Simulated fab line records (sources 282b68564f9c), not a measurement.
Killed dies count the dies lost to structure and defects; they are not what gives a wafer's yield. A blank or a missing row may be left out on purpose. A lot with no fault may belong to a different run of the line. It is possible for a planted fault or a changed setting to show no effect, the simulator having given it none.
Check of tool commonality    flow rit-cmos    13 lots, 39 wafers sampled

## WHAT PROMPTED THE OPENING
Of 13 lots, 1 have the reading SPACER_NITRIDE_THK flagged at RIT_SPACER_THK_MEAS_04. No-fault wafers: 249.9 nm, standard deviation 2.2.
Rule: a lot is flagged in two cases, either no wafer of it has a number, or all its wafers with numbers fall more than 4 standard deviations from that mean. As for the other lots, they are considered sound.

lot   measured     on             SPACER_NITRIDE_THK (nm), wafer by wafer  flag
L745  day 2 21:52  film-metro-03  247.5 248.1 249.3                        
L746  day 3 04:16  film-metro-01  250.3 248.9 248.3                        
L747  day 3 08:14  film-metro-03  249.4 252.8 249.9                        
L748  day 3 12:27  film-metro-04  248.7 249.0 249.7                        
L750  day 4 03:41  film-metro-03  250.0 249.6 247.7                        
L753  day 4 19:05  film-metro-01  246.6 244.1 246.9                        
L756  day 5 10:38  film-metro-01  338.5 337.3 338.7                        FLAGGED
L757  day 5 14:42  film-metro-01  247.4 249.0 247.7                        
L758  day 5 16:37  film-metro-04  249.7 248.2 249.1                        
L761  day 6 13:37  film-metro-01  248.2 248.6 250.7                        
L762  day 6 16:05  film-metro-01  249.8 248.1 250.0                        
L766  day 7 09:47  film-metro-04  253.1 252.2 250.3                        
L768  day 7 21:50  film-metro-03  253.2 253.1 253.5                        
The numbers of the flagged lots are 338.2 nm on average: +88.3 nm against the usual, or +40 standard deviations.

## WHICH TOOL RAN EACH LOT
The record holds 1 process step before the reading, out of a route of 202 steps. In each cell: the tool, then ch and the chambers that the sampled wafers went through, then the start.
lot   flag     RIT_SPACER_CVD_03
L745           lpcvd-02 ch 0, day 2 19:55
L746           lpcvd-01 ch 0, day 3 02:21
L747           lpcvd-01 ch 1, day 3 06:19
L748           lpcvd-02 ch 0, day 3 10:32
L750           lpcvd-01 ch 0, day 4 01:47
L753           lpcvd-02 ch 0, day 4 17:10
L756  FLAGGED  lpcvd-01 ch 0, day 5 08:43
L757           lpcvd-02 ch 1, day 5 12:46
L758           lpcvd-02 ch 0, day 5 14:41
L761           lpcvd-02 ch 1, day 6 11:42
L762           lpcvd-02 ch 0, day 6 14:10
L766           lpcvd-02 ch 1, day 7 07:52
L768           lpcvd-02 ch 1, day 7 19:55
What these steps do:
- RIT_SPACER_CVD_03: deposits Si3N4 from SiH2Cl2/NH3, target thk 250 nm, time 3300 s.
- RIT_SPACER_THK_MEAS_04

## FLAGGED OVER TOTAL, TOOL BY TOOL (the gauges that took the reading come last)
step                    tool           lots run  flagged  share of the flagged lots  sound lots run after its first flagged lot
RIT_SPACER_CVD_03       lpcvd-01       4         1        all                        0
RIT_SPACER_CVD_03       lpcvd-02       9         0        none                       -
RIT_SPACER_THK_MEAS_04  film-metro-01  6         1        all                        3 (L757,L761,L762)
RIT_SPACER_THK_MEAS_04  film-metro-03  4         0        none                       -
RIT_SPACER_THK_MEAS_04  film-metro-04  3         0        none                       -

## WHAT IS ALLOWED BY THE TABLE
Table rows that saw every flagged lot: 2, namely lpcvd-01 at RIT_SPACER_CVD_03 and film-metro-01 at RIT_SPACER_THK_MEAS_04.
- lpcvd-01 at RIT_SPACER_CVD_03 ran 4 lots, 1 of them flagged. It ran its last sound lot, L750, at day 4 01:47 and its first flagged lot, L756, at day 5 08:43: a fault with its onset between the two fits. Its own readings (nh3-flow-sccm) fall more than 4 standard deviations out on all wafers of the flagged lots.
- film-metro-01 at RIT_SPACER_THK_MEAS_04 ran 6 lots, 1 of them flagged. Lots that were sound ran on it after the first flagged one (L757, L761, L762); a persistent fault on the entire tool would not allow that.
What remains is a single tool, lpcvd-01 at RIT_SPACER_CVD_03.

## WHAT HAD BEEN PUT IN BY THE SIMULATOR
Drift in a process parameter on lpcvd-01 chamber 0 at RIT_SPACER_CVD_03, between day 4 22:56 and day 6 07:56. Setting nh3-flow-sccm shifted by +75 from 150. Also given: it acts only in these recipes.
Shown lots that were struck: L756. This agrees with what the rule above found.
